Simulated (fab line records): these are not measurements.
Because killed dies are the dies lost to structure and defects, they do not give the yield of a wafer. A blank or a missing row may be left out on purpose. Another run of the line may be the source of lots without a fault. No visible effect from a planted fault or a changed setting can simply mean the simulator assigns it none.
A struck lot beside a sound one -- flow rit-cmos -- 18 steps out of a route of 202
Sound: these wafers, L325.2, L325.5, L325.6. The struck wafers were L332.1, L332.3, L332.4. The cause is given at the end.
At each step with rows: each side's tool, then ch and its chambers, then its first start. Under that, the readings that differ: sound wafers -- struck wafers -- difference of the means -- sigmas: that difference in standard deviations of wafers without a fault.
alike: readings whose means differ by less than 2 such deviations, and words and numbers that are the same on both sides. not compared: withheld readings, readings that some wafer has no value for, bounds like >300 that may hide the same value, and numbers for which the record gives no deviation and whose values overlap.
The two part at a step that has a row with sigmas, a row that says differs or no value, or rows on one side only. Numbers that have no deviation but don't overlap get no sigmas and don't part them. A reading that every wafer of one side lacks parts them only if that side has two wafers or more.

first, 3 steps without rows for these wafers: RIT_GATE_CLEAN_02 (cleans in dHF, time 30 s); RIT_GATE_CLEAN_03 (cleans in SC2, time 600 s); RIT_GATE_CLEAN_04 (cleans in dHF, time 60 s).
RIT_FOX2_THK_MEAS_91:
  sound on film-metro-03, day 2 08:12; struck on film-metro-02, day 3 21:01
  alike: FIELD_OXIDE_LEFT_2_THK
then, 2 steps without rows for these wafers: RIT_GATE_OXIDATION_05 (target thk 3 nm, ox time 270 s); RIT_GATE_ANNEAL_06 (time 600 s).
RIT_GATE_THK_MEAS_07:
  sound on film-metro-03, day 2 11:12; struck on film-metro-02, day 4 01:28
  alike: GATE_OXIDE_THK
then, 1 step without rows for these wafers: RIT_GATE_CVD_08 (deposits poly-Si from SiH4, target thk 250 nm, time 2220 s).
RIT_GATE_THK_MEAS_09:
  sound on film-metro-02, day 2 12:53; struck on film-metro-02, day 4 03:08
  alike: GATE_POLY_THK
then, 3 steps without rows for these wafers: RIT_GATE_HMDS_10 (prime time 60 s); RIT_GATE_COAT_11 (resist thk 841 nm); RIT_GATE_SOFTBAKE_12 (time 60 s).
RIT_GATE_EXPOSE_13: exposes mask M6, target cd 150 nm.
  sound on iline-stepper-02 ch 0, day 2 13:31; struck on iline-stepper-01 ch 0, day 4 03:46
reading,sound,struck,difference,sigmas
model.GATE.overlay-x-nm (nm),0.8161 0.8161 0.8161,-150.6 -150.6 -150.6,-151.4,
  alike: mask, exposure-dose-mJ-cm2, focus-offset-nm
then, 2 steps without rows for these wafers: RIT_GATE_PEB_14; RIT_GATE_DEVELOP_15 (develop time 50 s).
RIT_GATE_CD_MEAS_16: the cd target is 150 nm.
  sound on cd-sem-02, day 2 13:55; struck on cd-sem-01, day 4 04:10
  alike: cd-nm
RIT_GATE_OVL_MEAS_17:
  sound on overlay-02, day 2 14:02; struck on overlay-01, day 4 04:29
reading,sound,struck,difference,sigmas
GATE_OVL (nm),0.9 0.3 0.8,-152.6 -150.0 -150.6,-151.7,-99 or more
  not compared: hold
RIT_M1_PROBE_99:
  the record holds rows for the sound wafers here (prober-01, day 3 11:19) but none for the struck ones

WHERE THEY PART
First at RIT_GATE_OVL_MEAS_17; last, within this record, at RIT_M1_PROBE_99.

WHY: whatever the simulator had introduced
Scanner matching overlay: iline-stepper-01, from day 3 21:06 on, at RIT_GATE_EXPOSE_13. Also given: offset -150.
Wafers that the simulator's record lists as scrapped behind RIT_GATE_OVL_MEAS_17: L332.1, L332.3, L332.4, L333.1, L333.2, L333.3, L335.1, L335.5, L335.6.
